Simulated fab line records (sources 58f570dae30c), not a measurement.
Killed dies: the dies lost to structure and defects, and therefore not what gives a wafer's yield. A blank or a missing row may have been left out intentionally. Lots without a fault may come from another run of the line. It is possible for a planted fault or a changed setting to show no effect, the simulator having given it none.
Problem report, 8D (eight disciplines) form, completed by code + flow berkeley-cmos170 + the parts of the form that need people (team, actions taken, sign-off) are left out

== 1. THE PROBLEM ==
Mean ACTIVE_OXIDE_THK at UCB170_ACTIVE_THK_MEAS_03: 37.7 nm over 12 wafers in 4 lots; fault-free wafers: 26.1 nm, standard deviation 0.41. Measured from the usual mean, that is +28 standard deviations.
Earliest sighting: wafer L517.2 on film-metro-03 at day 5 18:14. Wafers with a number at this step in the record: 48, from 16 lots. By rule, "out" or "out of limits" means more than 4 standard deviations away from the usual mean. The rest of the wafers with a number are treated as sound.

== 2. WHAT IT IS; WHAT IT IS NOT ==
| question                    | is                                          | is not                                                                                       |
|-----------------------------|---------------------------------------------|----------------------------------------------------------------------------------------------|
| which readings at this step | ACTIVE_OXIDE_THK                            | -                                                                                            |
| which lots                  | L517, L518, L519, L520                      | L509, L510, L511, L512, L513, L514, L516, L528, L529, L530, L531, L532                       |
| which wafers of those lots  | all that have a number                      | -                                                                                            |
| read on which gauges        | film-metro-01, film-metro-03, film-metro-04 | -                                                                                            |
| when                        | from day 5 18:14                            | up to then (21 sound wafers); but 15 sound wafers of L528, L529, L530, L531, L532 came after |

== 3. SUSPECTS, AND WHAT RULES EACH OUT ==
Counting: any tool at a process step up to the reading is kept as a suspect provided that every lot that is out went through it and no sound lot did after the first of them.
- the gauge at UCB170_ACTIVE_THK_MEAS_03: ruled out. The wafers that are out were read on 3 gauges (film-metro-01, film-metro-03, film-metro-04).
- furnace-02 at UCB170_ACTIVE_OXIDATION_02 (target thk 26.4 nm, ox time 1260 s): ruled out as a lasting fault. Sound lots L531, L532 ran on it after its first lot that is out, L517 (day 5 16:52).
Left after counting: nothing in the record.

== 4. THE CAUSE (what the simulator had put in) ==
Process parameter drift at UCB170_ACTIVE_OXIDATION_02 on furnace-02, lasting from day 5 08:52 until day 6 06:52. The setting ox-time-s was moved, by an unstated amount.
Counting ruled it out, wrongly: the rule takes a fault to strike every lot that its tool runs from its start on, and this one did not.

== 5. THE CHAIN OF EFFECTS, in route order ==
Each row: a reading where the mean over the struck wafers with a number is more than 3 standard deviations away from the usual. Scope: only readings with a usual standard deviation given in the record; hours: median across lots of the time from each lot's start at the first step in this table that gives one to its start at this step; sigmas: change in usual standard deviations.
| hours | step                      | reading          | usual   | on struck wafers | change | sigmas |
|-------|---------------------------|------------------|---------|------------------|--------|--------|
| 0     | UCB170_ACTIVE_THK_MEAS_03 | ACTIVE_OXIDE_THK | 26.1 nm | 37.7             | +11.6  | +28    |
At these later measuring or inspecting steps, every struck wafer for which the step has a row has a number for every such reading, and none has moved that far: UCB170_ACTIVE_CD_MEAS_90.

== 6. HOW IT WOULD HAVE BEEN CAUGHT EARLIER ==
In this record the first reading out of limits at a measuring or inspecting step was taken at day 5 18:14, 9 hours after the fault began at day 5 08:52.
Of the tool readings at UCB170_ACTIVE_OXIDATION_02 for which the record gives a usual standard deviation, none was out on any struck wafer, so an alarm limit of 4 standard deviations on them would not have fired.
